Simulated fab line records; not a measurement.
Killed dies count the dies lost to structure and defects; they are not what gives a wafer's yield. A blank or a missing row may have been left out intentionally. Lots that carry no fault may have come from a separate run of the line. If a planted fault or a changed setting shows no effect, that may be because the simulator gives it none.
A single fault, viewed from 2 desks || flow rit_cmos || every desk sees just its own numbers, and what lay behind them comes last

AT THE METROLOGY DESK
What the gauges read, lot by lot, whatever tool the lot ran on: means of the sampled wafers that have a number. The brackets show how far a lot's mean lies from the usual mean; more than 4 standard deviations puts the lot out of limits, marked OUT.
Columns: A = ACTIVE_NITRIDE_THK at RIT_ACTIVE_THK_MEAS_04, usual 150.2 nm; B = cd_nm at RIT_ACTIVE_CD_MEAS_11, usual 1400.3 nm; C = NRETRO_OVL at RIT_NRETRO_OVL_MEAS_06, usual -0.4 nm
{"lot": "L199", "first seen here": "day 1 14:51", "A": 152.2, "B": 1401.7, "C": -0.4}
{"lot": "L200", "first seen here": "day 1 20:28", "A": 147.9, "B": 1403.7, "C": 1.7}
{"lot": "L201", "first seen here": "day 2 00:49", "A": 148.9, "B": 1397.4, "C": 0.3}
{"lot": "L202", "first seen here": "day 2 05:19", "A": 149.5, "B": 1396.6, "C": -0.6}
{"lot": "L206", "first seen here": "day 3 00:32", "A": 151.3, "B": 1401.5, "C": -0.8}
{"lot": "L207", "first seen here": "day 3 05:32", "A": "253.2 (+86) OUT", "B": "-", "C": "-"}
{"lot": "L209", "first seen here": "day 3 17:03", "A": 150.5, "B": 1397.3, "C": -0.0}
{"lot": "L213", "first seen here": "day 4 11:59", "A": 149.1, "B": 1399.2, "C": 1.1}
{"lot": "L215", "first seen here": "day 4 22:59", "A": 150.8, "B": 1397.9, "C": 2.1}
{"lot": "L219", "first seen here": "day 5 17:52", "A": 150.3, "B": 1401.0, "C": -0.5}
{"lot": "L220", "first seen here": "day 5 22:32", "A": 151.3, "B": 1398.7, "C": -1.1}
{"lot": "L221", "first seen here": "day 6 04:23", "A": 150.5, "B": 1401.7, "C": -0.8}
{"lot": "L222", "first seen here": "day 6 09:23", "A": 148.2, "B": 1398.8, "C": 1.0}
This desk's finding: out of limits on L207; first on L207, day 3 05:32 (ACTIVE_NITRIDE_THK at RIT_ACTIVE_THK_MEAS_04). In limits: L199, L200, L201, L202, L206, L209, L213, L215, L219, L220, L221, L222.

FOR THE TOOL OWNER'S DESK: lpcvd-02
The tool's own readings at RIT_ACTIVE_CVD_03 (deposits Si3N4 from SiH2Cl2/NH3, target thk 150 nm, time 1500 s): means of the sampled wafers that have a number, for each lot that ran on this tool. The brackets show how far a lot's mean lies from the usual mean; more than 4 standard deviations puts the lot out of limits, marked OUT.
Columns: A = nh3_flow_sccm at RIT_ACTIVE_CVD_03, usual 150.0 sccm; B = spike_tc_centre_C at RIT_ACTIVE_CVD_03, usual 811.9 C; C = spike_tc_load_C at RIT_ACTIVE_CVD_03, usual 835.6 C; D = spike_tc_source_C at RIT_ACTIVE_CVD_03, usual 834.0 C; E = susceptor_temp_C at RIT_ACTIVE_CVD_03, usual 810.00 C; F = zone_power_load_pct at RIT_ACTIVE_CVD_03, usual 23.1 %; G = zone_power_source_pct at RIT_ACTIVE_CVD_03, usual 22.2 %
{"lot": "L201", "first seen here": "day 1 23:24", "A": 149.9, "B": 810.6, "C": 836.8, "D": 835.3, "E": 810.00, "F": 24.1, "G": 22.4}
{"lot": "L202", "first seen here": "day 2 03:53", "A": 149.9, "B": 811.5, "C": 837.1, "D": 834.4, "E": 810.02, "F": 24.4, "G": 22.3}
{"lot": "L207", "first seen here": "day 3 04:07", "A": 150.5, "B": "859.1 (+31) OUT", "C": "878.3 (+21) OUT", "D": "877.5 (+29) OUT", "E": "855.03 (+99 or more) OUT", "F": 26.8, "G": "26.5 (+4.7) OUT"}
{"lot": "L220", "first seen here": "day 5 21:07", "A": 149.8, "B": 811.3, "C": 836.2, "D": 835.6, "E": 810.32, "F": 24.1, "G": 22.2}
This desk's finding: out of limits on L207; first on L207, day 3 04:07 (spike_tc_centre_C at RIT_ACTIVE_CVD_03). In limits: L201, L202, L220.

ALL TOGETHER
At day 3 04:07, on L207, the tool owner's desk was in a position to raise an alarm.
At day 3 05:32 the metrology desk could have sounded an alarm, on L207.
RIT_ACTIVE_CVD_03 was run on lpcvd-02 by each of the lots named.

WHAT THE SIMULATOR PUT IN
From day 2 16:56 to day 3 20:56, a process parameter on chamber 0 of lpcvd-02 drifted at RIT_ACTIVE_CVD_03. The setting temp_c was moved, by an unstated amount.
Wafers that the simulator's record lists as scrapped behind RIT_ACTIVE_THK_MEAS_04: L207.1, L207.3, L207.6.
Struck lots among those shown: L207.
Delay (hours) between the fault's onset and each desk's first out-of-limits reading: 11 at the tool owner's desk, 13 at the metrology desk.
